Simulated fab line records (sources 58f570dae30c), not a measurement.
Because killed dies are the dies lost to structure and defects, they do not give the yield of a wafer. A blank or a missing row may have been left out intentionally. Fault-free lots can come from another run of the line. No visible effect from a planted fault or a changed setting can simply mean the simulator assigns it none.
fab line records    flow berkeley_cmos170
record lots=13  wafers=39  last_day=11
route steps=331 shown ACTIVE@75 NVT@113 PSD@178 SDANNEAL@205
lots with no fault: from the same line, run without faults
start_h: hours from the record's first day to the start of the lot's first wafer shown    wait_h: hours from the lot's prior step to this one    " as in the row above    L1.1+2: one row covering several wafers at once    - either no value or no given start    * or withheld: withheld    < > ~ a bound
route shown NAME@n: names a module that has steps shown in the file, with the first one's number in the route    usual: the fault-free wafers' mean and standard deviation    same: alike in all rows    chamber/n: place in a boat    sites: each site's reading    _std_site: how widely they spread, as a standard deviation    _edge_site: outer sites' mean less inner sites'    radius_mm: how far each site lies from the wafer's centre    mask NAME#n: copy n    behind: the most recent tool/chamber to have shaped the wafer    hold: the reason the lot was held/the length of the hold in hours/how it ended    device: which transistor (n, p or np) failed to switch    end of line: the same wafers' tests at the end of the route    a step without rows: its recipe alone    killed: dies lost to structure and defects at the first sort, not the wafer's yield    map: shows each die of a wafer: x if killed, . if not, _ if none is there
set.NAME: the run value of the setting; set.NAME@STEP: its run value at that earlier step    model.NAME: the simulator's own value behind a step, which no gauge read
a sample of lots followed through the steps of the route, with each step as a table and each wafer as a row
services: from which hour (start_h, from the record's first day; less than 0 if before it) a tool's chamber was out of use, for how many hours, and why
## steps
# step UCB170_ACTIVE_ETCH_15
# recipe chemistry=CH3F/Ar/O2  target=Si3N4  stop_on=SiO2  CH3F_flow_sccm=20  Ar_flow_sccm=50  O2_flow_sccm=7  pressure_mtorr=50  rf_w=450  target_depth_a=2420  over_etch_frac=0.1  time_s=151
# usual drypump_motor_current_A=5.7/0.31  mfc_ar_sccm=49.99/0.14  oes_product_au=0.941/0.02  throttle_valve_pct=8.12/0.1
lot.wafer  tool         chamber  start_h  wait_h  drypump_motor_current_A  mfc_ar_sccm  oes_product_au  rf_hours_counter_h  throttle_valve_pct
L760.2     rie_diel-02  1        78.86    0.0     5.4                      50.17        0.940           156                 8.02
L760.4     "            1        "        "       5.4                      50.06        0.932           -                   8.02
L760.6     "            2        "        "       5.5                      50.02        0.926           -                   8.06
L761.3     rie_diel-02  2        79.37    0.0     5.5                      50.12        0.919           163                 8.05
L761.4     "            0        "        "       6.1                      49.82        0.914           -                   8.18
L761.6     "            2        "        "       5.5                      50.12        0.918           -                   8.07
L762.2     rie_diel-01  3        86.23    0.0     6.2                      49.92        0.934           50                  8.07
L762.4     "            1        "        "       5.6                      49.86        0.906           15                  8.13
L762.6     "            1        "        "       5.6                      50.07        0.905           -                   8.11
L763.3     rie_diel-04  3        86.49    0.0     5.8                      50.17        0.930           26                  8.38
L763.4     "            0        "        "       5.3                      49.87        0.929           78                  8.10
L763.5     "            1        "        "       5.9                      50.01        0.958           -                   7.99
L769.1     rie_diel-01  1        113.30   0.0     5.6                      50.01        0.916           16                  8.12
L769.3     "            3        "        "       6.2                      49.81        0.953           50                  8.08
L769.6     "            3        "        "       6.3                      50.01        0.940           -                   8.06
L767.3     rie_diel-02  1        113.58   0.0     5.4                      50.00        0.942           158                 8.03
L767.5     "            0        "        "       6.1                      49.87        0.934           -                   8.19
L767.6     "            1        "        "       5.4                      50.03        0.938           -                   8.03
L765.1     rie_diel-04  2        113.70   0.0     5.3                      49.74        0.954           153                 8.00
L765.2     "            1        "        "       5.9                      49.83        0.953           124                 7.99
L765.3     "            0        "        "       5.2                      49.99        0.931           79                  8.11
L768.1     rie_diel-01  3        113.94   0.0     6.3                      49.97        0.950           51                  8.07
L768.4     "            1        "        "       5.6                      50.01        0.911           16                  8.11
L768.5     "            0        "        "       5.8                      49.85        0.972           -                   8.03
L764.2     rie_diel-02  3        114.18   0.0     5.5                      50.00        0.912           1                   8.29
L764.3     "            0        "        "       6.1                      49.86        0.924           12                  8.17
L764.6     "            1        "        "       5.4                      50.00        0.929           -                   8.03
L766.4     rie_diel-04  2        114.54   0.0     5.3                      50.19        0.953           153                 8.01
L766.5     "            0        "        "       5.2                      50.01        0.940           -                   8.12
L766.6     "            1        "        "       5.9                      50.11        0.964           -                   7.99
L770.3     rie_diel-02  0        123.06   0.0     6.1                      50.07        0.930           13                  8.20
L770.4     "            0        "        "       6.1                      49.84        0.930           -                   8.19
L770.5     "            3        "        "       5.5                      50.10        0.918           -                   8.27
L774.3     rie_diel-01  2        141.99   0.0     5.4                      49.95        0.966           8                   8.21
L774.5     "            0        "        "       5.7                      49.88        0.969           -                   8.03
L774.6     "            3        "        "       6.3                      50.23        0.949           -                   8.08
L783.2     rie_diel-01  3        185.90   0.0     6.2                      50.13        0.935           54                  8.08
L783.4     "            2        "        "       5.4                      50.10        0.966           -                   8.21
L783.5     "            3        "        "       6.3                      49.78        0.944           -                   8.06
# step UCB170_NVT_TW_MEAS_09
# usual NVT_TW=527/5.9
lot.wafer  tool           chamber  start_h  wait_h  NVT_TW
L761.3     film_metro-04  -        106.50   0.1     520
L761.4     "              -        "        "       524
L761.6     "              -        "        "       523
L760.2     film_metro-04  -        106.75   0.1     522
L760.4     "              -        "        "       527
L760.6     "              -        "        "       520
L762.2     film_metro-03  -        117.69   0.1     540
L762.4     "              -        "        "       535
L762.6     "              -        "        "       539
L763.3     film_metro-01  -        117.97   0.1     528
L763.4     "              -        "        "       526
L763.5     "              -        "        "       526
L768.1     film_metro-04  -        138.00   0.1     522
L768.4     "              -        "        "       525
L768.5     "              -        "        "       523
L765.1     film_metro-04  -        138.55   0.1     521
L765.2     "              -        "        "       522
L765.3     "              -        "        "       525
L764.2     film_metro-04  -        138.84   0.1     524
L764.3     "              -        "        "       523
L764.6     "              -        "        "       525
L769.1     film_metro-04  -        139.10   0.1     520
L769.3     "              -        "        "       523
L769.6     "              -        "        "       520
L766.4     film_metro-01  -        139.29   0.1     533
L766.5     "              -        "        "       530
L766.6     "              -        "        "       529
L767.3     film_metro-01  -        139.34   0.2     531
L767.5     "              -        "        "       529
L767.6     "              -        "        "       528
L770.3     film_metro-03  -        150.75   0.1     533
L770.4     "              -        "        "       533
L770.5     "              -        "        "       532
L774.3     film_metro-01  -        170.39   0.1     527
L774.5     "              -        "        "       530
L774.6     "              -        "        "       529
L783.2     film_metro-01  -        214.68   0.1     532
L783.4     "              -        "        "       533
L783.5     "              -        "        "       530
# step UCB170_PSD_EXPOSE_03
# recipe mask_id=PSELECT_MOD  na=0.5  sigma_outer=0.6  source_shape=conventional  target_cd_nm=1200  dose_mj=30
# usual exposure_dose_mJ_cm2=29.999/0.028  stage_vel_mm_s=500.00/0.24
# same na=0.5
lot.wafer  tool            chamber  start_h  wait_h  mask           exposure_dose_mJ_cm2  stage_vel_mm_s
L761.3     krf_scanner-02  0        128.10   0.3     PSELECT_MOD#0  30.026                500.09
L761.4     "               0        "        "       PSELECT_MOD#0  30.088                500.07
L761.6     "               0        "        "       PSELECT_MOD#0  30.036                500.24
L760.2     krf_scanner-01  0        133.48   0.1     PSELECT_MOD#0  30.056                500.06
L760.4     "               0        "        "       PSELECT_MOD#0  30.000                499.68
L760.6     "               0        "        "       PSELECT_MOD#0  29.994                499.71
L762.2     krf_scanner-01  0        143.64   0.1     PSELECT_MOD#0  30.036                500.05
L762.4     "               0        "        "       PSELECT_MOD#0  30.059                499.90
L762.6     "               0        "        "       PSELECT_MOD#0  30.027                500.07
L763.3     krf_scanner-02  0        143.94   0.2     PSELECT_MOD#0  30.049                499.63
L763.4     "               0        "        "       PSELECT_MOD#0  30.010                499.88
L763.5     "               0        "        "       PSELECT_MOD#0  29.989                499.68
L768.1     krf_scanner-02  0        160.52   0.1     PSELECT_MOD#0  29.988                500.41
L768.4     "               0        "        "       PSELECT_MOD#0  29.985                500.31
L768.5     "               0        "        "       PSELECT_MOD#0  29.959                499.78
L765.1     krf_scanner-01  0        160.86   0.2     PSELECT_MOD#0  29.962                499.44
L765.2     "               0        "        "       PSELECT_MOD#0  29.965                499.36
L765.3     "               0        "        "       PSELECT_MOD#0  29.968                499.93
L769.1     krf_scanner-02  0        161.15   0.5     PSELECT_MOD#0  29.995                500.06
L769.3     "               0        "        "       PSELECT_MOD#0  29.969                500.06
L769.6     "               0        "        "       PSELECT_MOD#0  30.000                500.12
L767.3     krf_scanner-01  0        161.43   0.5     PSELECT_MOD#0  29.941                499.98
L767.5     "               0        "        "       PSELECT_MOD#0  30.013                500.22
L767.6     "               0        "        "       PSELECT_MOD#0  30.006                499.40
L764.2     krf_scanner-01  0        161.53   0.4     PSELECT_MOD#0  29.980                499.76
L764.3     "               0        "        "       PSELECT_MOD#0  29.998                500.39
L764.6     "               0        "        "       PSELECT_MOD#0  30.025                499.81
L766.4     krf_scanner-02  0        161.81   0.6     PSELECT_MOD#0  29.964                500.23
L766.5     "               0        "        "       PSELECT_MOD#0  30.024                500.46
L766.6     "               0        "        "       PSELECT_MOD#0  30.009                500.24
L770.3     krf_scanner-02  0        173.01   0.1     PSELECT_MOD#0  29.993                500.19
L770.4     "               0        "        "       PSELECT_MOD#0  30.012                499.90
L770.5     "               0        "        "       PSELECT_MOD#0  29.948                500.10
L774.3     krf_scanner-02  0        198.86   0.1     NSELECT_MOD#0  29.951                499.98
L774.5     "               0        "        "       NSELECT_MOD#0  29.945                499.78
L774.6     "               0        "        "       NSELECT_MOD#0  29.977                500.14
L783.2     krf_scanner-01  0        237.89   0.5     PSELECT_MOD#0  30.034                500.25
L783.4     "               0        "        "       PSELECT_MOD#0  30.054                499.82
L783.5     "               0        "        "       PSELECT_MOD#0  30.031                499.74
# step UCB170_PSD_CD_MEAS_06
# recipe target_cd_nm=1200
# usual cd_nm=1199.7/1.4
lot.wafer  tool       chamber  start_h  wait_h  cd_nm
L761.3     cd_sem-02  -        128.50   -       1200.9
L761.4     "          -        "        "       1201.4
L761.6     "          -        "        "       1201.6
L760.2     cd_sem-01  -        134.44   -       1198.2
L760.4     "          -        "        "       1199.3
L760.6     "          -        "        "       1197.8
L762.2     cd_sem-02  -        144.52   -       1200.4
L762.4     "          -        "        "       1198.8
L762.6     "          -        "        "       1199.6
L763.3     cd_sem-02  -        144.82   -       1200.4
L763.4     "          -        "        "       1201.6
L763.5     "          -        "        "       1201.1
L768.1     cd_sem-01  -        161.53   -       1197.9
L768.4     "          -        "        "       1197.3
L768.5     "          -        "        "       1198.6
L765.1     cd_sem-02  -        161.73   -       1201.0
L765.2     "          -        "        "       1201.2
L765.3     "          -        "        "       1201.4
L769.1     cd_sem-01  -        161.80   -       1199.4
L769.3     "          -        "        "       1199.2
L769.6     "          -        "        "       1201.1
L767.3     cd_sem-01  -        162.11   -       1199.0
L767.5     "          -        "        "       1198.6
L767.6     "          -        "        "       1197.9
L764.2     cd_sem-02  -        162.48   -       1199.3
L764.3     "          -        "        "       1200.8
L764.6     "          -        "        "       1199.2
L766.4     cd_sem-01  -        162.68   -       1201.5
L766.5     "          -        "        "       1201.0
L766.6     "          -        "        "       1202.3
L770.3     cd_sem-01  -        173.75   -       1198.7
L770.4     "          -        "        "       1199.0
L770.5     "          -        "        "       1200.2
L774.3     cd_sem-01  -        199.25   -       -
L774.5     "          -        "        "       -
L774.6     "          -        "        "       -
L783.2     cd_sem-01  -        238.29   -       1202.0
L783.4     "          -        "        "       1202.4
L783.5     "          -        "        "       1202.6
# step UCB170_PSD_TW_MEAS_10
# usual PSD_TW=2352/21
lot.wafer  tool           chamber  start_h  wait_h  PSD_TW
L761.3     film_metro-01  -        128.88   0.1     2364
L761.4     "              -        "        "       2364
L761.6     "              -        "        "       2342
L760.2     film_metro-01  -        134.83   0.1     2354
L760.4     "              -        "        "       2375
L760.6     "              -        "        "       2346
L762.2     film_metro-02  -        144.92   0.1     2340
L762.4     "              -        "        "       2332
L762.6     "              -        "        "       2344
L763.3     film_metro-02  -        145.20   0.1     2322
L763.4     "              -        "        "       2334
L763.5     "              -        "        "       2338
L768.1     film_metro-03  -        161.93   0.1     2373
L768.4     "              -        "        "       2371
L768.5     "              -        "        "       2383
L765.1     film_metro-02  -        162.14   0.1     2352
L765.2     "              -        "        "       2338
L765.3     "              -        "        "       2328
L769.1     film_metro-01  -        162.21   0.1     2359
L769.3     "              -        "        "       2359
L769.6     "              -        "        "       2357
L767.3     film_metro-03  -        162.50   0.1     2368
L767.5     "              -        "        "       2369
L767.6     "              -        "        "       2382
L764.2     film_metro-03  -        162.87   0.1     2372
L764.3     "              -        "        "       2381
L764.6     "              -        "        "       2368
L766.4     film_metro-02  -        163.06   0.1     2338
L766.5     "              -        "        "       2345
L766.6     "              -        "        "       2348
L770.3     film_metro-01  -        174.14   0.1     2352
L770.4     "              -        "        "       2346
L770.5     "              -        "        "       2357
L774.3     film_metro-01  -        199.64   0.1     30
L774.5     "              -        "        "       30
L774.6     "              -        "        "       30
L783.2     film_metro-01  -        238.68   0.1     2339
L783.4     "              -        "        "       2350
L783.5     "              -        "        "       2346
# step UCB170_SDANNEAL_RTA_01
# recipe temp_c=1050  time_s=5  ambient=N2
# usual anneal_temp_c_max=1056.1/1.2  chamber_o2_ppm=2.000/0.02  lamp_power_pct=37.5/2.7  wafer_temp_C_max=1054.7/1
lot.wafer  tool           chamber  start_h  wait_h  anneal_temp_c_max  chamber_o2_ppm  lamp_power_pct  wafer_temp_C_max
L761.3     rtp_anneal-01  0        139.01   0.1     1054.8             2.031           40.0            1055.3
L761.4     "              0        "        "       1057.9             2.037           39.9            1055.3
L761.6     "              0        "        "       1055.5             1.979           39.9            1054.0
L760.2     rtp_anneal-02  0        139.89   0.1     1056.7             2.008           34.6            1053.2
L760.4     "              0        "        "       1057.4             2.007           34.6            1054.1
L760.6     "              0        "        "       1054.6             1.995           34.6            1053.0
L762.2     rtp_anneal-01  0        148.28   0.1     1061.2             1.997           40.0            1055.4
L762.4     "              0        "        "       1056.5             1.980           39.9            1055.6
L762.6     "              0        "        "       1057.3             2.013           39.9            1054.7
L763.3     rtp_anneal-02  0        148.60   0.1     1054.8             1.999           34.6            1054.3
L763.4     "              0        "        "       1053.8             2.010           34.6            1053.4
L763.5     "              0        "        "       1058.3             2.006           34.6            1054.6
L768.1     rtp_anneal-01  0        165.79   0.1     1056.1             1.996           40.0            1054.5
L768.4     "              0        "        "       1055.6             2.009           40.0            1057.7
L768.5     "              0        "        "       1058.5             2.004           40.0            1054.6
L769.1     rtp_anneal-02  0        166.36   0.1     1057.0             1.995           34.6            1055.8
L769.3     "              0        "        "       1056.2             2.011           34.6            1054.7
L769.6     "              0        "        "       1055.5             1.997           34.6            1054.1
L765.1     rtp_anneal-02  0        166.68   0.1     1054.6             1.984           34.6            1054.0
L765.2     "              0        "        "       1053.5             1.983           34.6            1053.9
L765.3     "              0        "        "       1055.6             2.020           34.6            1052.9
L767.3     rtp_anneal-01  0        167.26   0.1     1057.3             1.972           39.9            1055.7
L767.5     "              0        "        "       1056.5             1.983           39.9            1054.6
L767.6     "              0        "        "       1055.7             1.975           39.9            1056.2
L764.2     rtp_anneal-01  0        167.70   0.1     1055.4             2.022           39.9            1058.1
L764.3     "              0        "        "       1056.4             2.000           39.9            1054.7
L764.6     "              0        "        "       1057.7             1.998           39.9            1055.5
L766.4     rtp_anneal-02  0        167.91   0.1     1055.7             2.006           34.6            1053.9
L766.5     "              0        "        "       1056.6             1.984           34.6            1055.1
L766.6     "              0        "        "       1055.4             2.008           34.6            1056.3
L770.3     rtp_anneal-01  0        177.89   0.1     1056.6             1.990           40.0            1055.2
L770.4     "              0        "        "       1057.7             1.992           40.0            1054.2
L770.5     "              0        "        "       1055.3             1.972           40.0            1054.6
L774.3     rtp_anneal-02  0        202.39   0.1     1055.3             2.031           34.6            1054.7
L774.5     "              0        "        "       1055.1             1.991           34.6            1055.5
L774.6     "              0        "        "       1056.5             2.001           34.6            1054.5
L783.2     rtp_anneal-02  0        241.79   0.1     1056.3             2.001           34.6            1053.0
L783.4     "              0        "        "       1055.6             1.980           34.6            1055.0
L783.5     "              0        "        "       1056.3             2.014           34.6            1054.5
## services
tool            chamber  start_h  hours  kind
krf_scanner-01  -        55.91    0.7    repair
krf_scanner-01  -        61.87    5.2    repair
krf_scanner-02  -        71.72    4.4    pm
krf_scanner-02  -        78.46    1.0    pm
krf_scanner-02  -        80.17    3.6    repair
rie_diel-02     1        86.52    5.8    repair
rie_diel-01     3        87.26    3.8    repair
krf_scanner-01  -        88.93    0.8    pm
rie_diel-02     -        95.94    2.8    pm
rie_diel-02     2        100.22   4.2    repair
krf_scanner-02  -        114.45   4.4    pm
krf_scanner-01  -        129.60   1.6    repair
krf_scanner-02  -        141.81   0.8    pm
rie_diel-02     -        155.32   15.6   pm
krf_scanner-02  -        169.03   3.6    pm
krf_scanner-02  -        173.44   0.6    repair
krf_scanner-01  -        177.07   1.0    pm
rie_diel-02     3        182.20   9.9    repair
rie_diel-01     1        184.20   7.6    repair
rie_diel-01     0        193.88   22.3   repair
krf_scanner-02  -        194.81   1.3    pm
rtp_anneal-02   -        208.80   2.1    pm
rie_diel-01     1        212.77   5.0    repair
krf_scanner-01  -        226.89   1.3    pm
## key
first_sign step=UCB170_PSD_EXPOSE_03  reading=mask  direction=changed
effect step=UCB170_PSD_CD_MEAS_06  reading=cd_nm  direction=missing
effect step=UCB170_PSD_TW_MEAS_10  reading=PSD_TW  direction=down  sigmas=99+  usual=2352  struck=30
met_at UCB170_PSD_EXPOSE_03
struck_lots L774
sort_left_out L774.3,L774.5,L774.6
tester_left_out L774
not_acting_at UCB170_ACTIVE_ETCH_15,UCB170_NVT_TW_MEAS_09,UCB170_SDANNEAL_RTA_01
onset_between 173.01 198.86
fault kind=wrong_mask  tool=any  chamber=-  onset_h=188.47  steps=UCB170_PSD_EXPOSE_03  aux_copy=NSELECT_MOD#0  scope=struck_lots_only
# tester_left_out: of these lots the tester's yield and bins aren't shown, on N5 and GAA mostly nor the transistor test; their killed dies are dies lost to structure and defects alone, not to doping, threshold or leakage, so they don't give the yield
# sort_left_out: the simulated sort isn't trusted on such a fault, so these wafers' sort isn't shown, and their yield isn't known
